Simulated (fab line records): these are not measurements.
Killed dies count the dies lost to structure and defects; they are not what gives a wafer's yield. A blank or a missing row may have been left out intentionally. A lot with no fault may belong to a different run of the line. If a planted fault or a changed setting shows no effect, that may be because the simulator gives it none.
Comparing a struck lot with a sound one :: flow rit cmos :: 15 steps out of a route of 202
Sound: the wafers L442.2, L442.4, L442.5. Struck: wafer L435.5. (L435.4, L435.6 of the same lot were not struck and are left out.) The cause comes at the end.
At each step with rows: each side's tool, then ch and its chambers, then its first start. Under that, the readings that differ: sound wafers :: struck wafers :: difference of the means :: sigmas: that difference in standard deviations of wafers without a fault.
alike: a reading whose means differ by less than 2 such deviations, as well as words and numbers matching on both sides. not compared: withheld readings; readings where some wafer has no value; bounds like >300 that might hide an equal value; numbers whose values overlap and for which the record gives no deviation.
A row with sigmas, a row that says differs or no value, or rows on one side alone: a step with any of these is where the two part. Non-overlapping numbers with no deviation appear without sigmas and do not part them. A reading that every wafer of one side lacks parts them only if that side has two wafers or more.

RIT_GATE_THK_MEAS_07:
  sound: film metro-04 at day 6 12:42; struck: film metro-02 at day 4 15:49
  alike: GATE_OXIDE_THK
then, 1 step without rows for these wafers: RIT_GATE_CVD_08 (deposits poly-Si from SiH4, target thk 250 nm, time 2220 s).
RIT_GATE_THK_MEAS_09:
  sound: film metro-03 at day 6 15:11; struck: film metro-03 at day 4 18:17
  alike: GATE_POLY_THK
then, 6 steps without rows for these wafers: RIT_GATE_HMDS_10 (prime time 60 s); RIT_GATE_COAT_11 (resist thk 850 nm); RIT_GATE_SOFTBAKE_12 (time 60 s); RIT_GATE_EXPOSE_13 (exposes mask M6, target cd 150 nm); RIT_GATE_PEB_14; RIT_GATE_DEVELOP_15 (develop time 50 s).
RIT_GATE_CD_MEAS_16 targets a cd of 150 nm.
  sound: cd sem-02 at day 6 16:07; struck: cd sem-02 at day 4 19:14
  alike: cd nm
RIT_GATE_OVL_MEAS_17:
  sound: overlay-02 at day 6 16:13; struck: overlay-02 at day 4 19:19
  alike: GATE_OVL
then, 1 step without rows for these wafers: RIT_GATE_HARDBAKE_18 (time 60 s).
RIT_GATE_ETCH_19: etches poly-Si in SF6/CHF3/O2, stops on SiO2, time 165 s, target depth 312.5 nm.
  sound on rie si-02 ch 1,3, day 6 16:23; struck on rie si-01 ch 3, day 4 19:29
reading: CHF3_flow_sccm (sccm)
sound: 30.05 29.91 30.17
struck: 29.86
difference: -0.18
sigmas: -2

reading: oes product au (a.u.)
sound: 0.845 0.841 0.846
struck: 0.889
difference: +0.045
sigmas: +5

reading: over etch frac
sound: 0.25 0.25 0.25
struck: 0.18065
difference: -0.06935
sigmas: 
  alike: drypump motor current A, rf fwd power W, throttle valve pct
  not compared: rf hours counter h
RIT_GATE_STRIP_20: strips in O2, time 180 s.
  sound on plasma asher-03 ch 0,1, day 6 16:30; struck on plasma asher-02 ch 1, day 4 19:39
  alike: drypump motor current A
  not compared: rf hours counter h
RIT_M1_PROBE_99:
  sound: prober-01 at day 7 15:29; struck: prober-02 at day 5 17:55
reading: killed at front end
sound: 7 2 5
struck: 11
difference: +6
sigmas: +2

reading: killed dies
sound: 7 2 5
struck: 11
difference: +6
sigmas: +2

reading: model.etest.poly comb over steps.leak log10 a um
sound: -12.82 -12.7 -12.8
struck: -12.47
difference: +0.30
sigmas: 
  alike: killed at contacts, killed open, killed short

== WHERE THEY PART ==
At RIT_GATE_ETCH_19 first; at RIT_M1_PROBE_99 last (within this record only).

WHY: what the simulator had put in
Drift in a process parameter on rie si-01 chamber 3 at RIT_GATE_ETCH_19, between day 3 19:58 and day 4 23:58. A move of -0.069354 in setting over etch frac, from 0.25.
